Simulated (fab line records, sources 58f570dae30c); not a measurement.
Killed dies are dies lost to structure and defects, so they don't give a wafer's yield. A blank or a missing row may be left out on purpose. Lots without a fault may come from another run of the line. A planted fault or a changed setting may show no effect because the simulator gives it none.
Problem report in the 8D (eight disciplines) form, filled by code | flow berkeley_cmos170 | the parts of the form that need people (team, actions taken, sign-off) are left out

1. THE PROBLEM
run_length_s at UCB170_FIELD_WET_ETCH_04 reads a mean of 34.1 s on 3 wafers of 1 lot; wafers without a fault read 86.7 s with a standard deviation of 1.5. That is -35 standard deviations from the usual mean.
The step: etches SiO2 in dHF, time 60 s.
First seen on wafer L159.1, day 7 08:57, on wet_bench-04. The record holds 30 wafers of 10 lots with a number at this step. Rule for "out", or "out of limits": more than 4 standard deviations from the usual mean. The other wafers with a number count as sound.

2. WHAT IT IS AND WHAT IT IS NOT
question                    | is                     | is not
which readings at this step | run_length_s           | -
which lots                  | L159                   | L150, L151, L152, L153, L154, L155, L156, L157, L158
which wafers of those lots  | all that have a number | -
read on which tools         | wet_bench-04           | wet_bench-01
when                        | from day 7 08:57       | up to then (27 sound wafers)

3. SUSPECTS, AND WHAT RULES EACH OUT
Counting: a tool at a process step up to the reading stays a suspect if it ran every lot that is out and no sound lot after the first of them.
- wet_bench-04 at UCB170_FIELD_WET_ETCH_04 (etches SiO2 in dHF, time 60 s): kept. It ran the lot that is out, L159 (day 7 08:57), and no sound lot after that; its last sound lot up to then is L157 (day 7 02:01). Its own readings are out on those wafers: run_length_s.
Left after counting: wet_bench-04 at UCB170_FIELD_WET_ETCH_04.

4. THE CAUSE (what the simulator had put in)
Process parameter drift: wet_bench-04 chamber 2, from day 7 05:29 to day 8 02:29, at UCB170_FIELD_WET_ETCH_04. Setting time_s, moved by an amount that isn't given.
Counting left only this tool.

5. THE CHAIN OF EFFECTS, in route order
Each row: a reading whose mean over the struck wafers that have a number lies more than 3 standard deviations from the usual. Only readings for which the record gives a usual standard deviation are gone through. hours: the time from each lot's start at the first step in this table that gives one to its start at this step, as a median over the lots. sigmas: the change in usual standard deviations.
hours | step                     | reading      | usual  | on struck wafers | change | sigmas
0     | UCB170_FIELD_WET_ETCH_04 | run_length_s | 86.7 s | 34.1             | -52.6  | -35
The process steps in it:
- UCB170_FIELD_WET_ETCH_04: etches SiO2 in dHF, time 60 s.
Later measuring or inspecting steps at which every struck wafer that the step has a row for has a number for every such reading, and none has moved that far: UCB170_M2_THK_MEAS_03.

6. WHAT WOULD HAVE CAUGHT IT SOONER
In this record the first reading out of limits was taken at day 7 08:57, 3 hours after the fault began at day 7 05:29.
